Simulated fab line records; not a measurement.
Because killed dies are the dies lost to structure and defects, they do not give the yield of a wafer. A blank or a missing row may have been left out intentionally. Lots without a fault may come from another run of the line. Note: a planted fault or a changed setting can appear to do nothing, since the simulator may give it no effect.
Which tool was responsible? | flow rit cmos | Sampling: 7 lots, 21 wafers, 2 of 202 route steps

WHAT THE GAUGES SHOWED, per wafer
RIT_M1_RS_MEAS_01: the measuring method here is four-point-probe.
lot  | measured    | on            | M1_AL_RS (ohm/sq)
L507 | day 3 20:19 | film metro-03 | 0.0732 0.0725 0.0721
L509 | day 4 01:42 | film metro-02 | 0.0740 0.0734 0.0737
L513 | day 4 23:28 | film metro-01 | 0.0727 0.0717 0.0726
L517 | day 5 20:13 | film metro-03 | 0.0726 0.0722 0.0723
L519 | day 6 05:29 | film metro-02 | 0.0729 0.0711 0.0724
L524 | day 7 06:18 | film metro-03 | 0.0659 0.0656 0.0657
L527 | day 7 20:10 | film metro-01 | 0.0740 0.0740 0.0741

WHAT TOOL EACH LOT RAN ON (gives the tool, then ch and the chambers of the sampled wafers, and finally the start)
lot  | RIT_M1_SPUTTER_00
L507 | pvd sputter-04, day 3 20:01
L509 | pvd sputter-03, day 4 01:25
L513 | pvd sputter-03, day 4 23:11
L517 | pvd sputter-04, day 5 19:53
L519 | pvd sputter-04, day 6 05:09
L524 | pvd sputter-02, day 7 06:01
L527 | pvd sputter-03, day 7 19:51
- RIT_M1_SPUTTER_00: material Al, target thk 400 nm, time 500 s.

THE ANSWER, worked out from the rows above alone
Rule: the lots themselves supply what counts as usual. The widest of any qualifying gaps counts: lots, ordered by their means at a reading, are off when they make up no more than a third of the lots, leave a main group of 4 or more, and stand apart from it by 3 or more times the standard deviation of that group's means. A main group whose means are all the same, to the digits that the tables above print for the reading, isn't used. Also off: a lot with no number at a reading for which 4 or more lots have one. Any other lot the step has rows for is counted as sound.
Off: L524, at RIT_M1_RS_MEAS_01 (M1_AL_RS). Mean 0.0729 ohm/sq and standard deviation 0.00073 in the main group.
If a tool, at a process step before that reading, ran all the lots that are off and no sound lot after the first of them, it fits. Gauges at RIT_M1_RS_MEAS_01: tried the same way as those tools. 2 tools fit, pvd sputter-02 at RIT_M1_SPUTTER_00 and film metro-03 at RIT_M1_RS_MEAS_01, so this cannot tell which one it is.

WHAT HAD BEEN PUT IN BY THE SIMULATOR
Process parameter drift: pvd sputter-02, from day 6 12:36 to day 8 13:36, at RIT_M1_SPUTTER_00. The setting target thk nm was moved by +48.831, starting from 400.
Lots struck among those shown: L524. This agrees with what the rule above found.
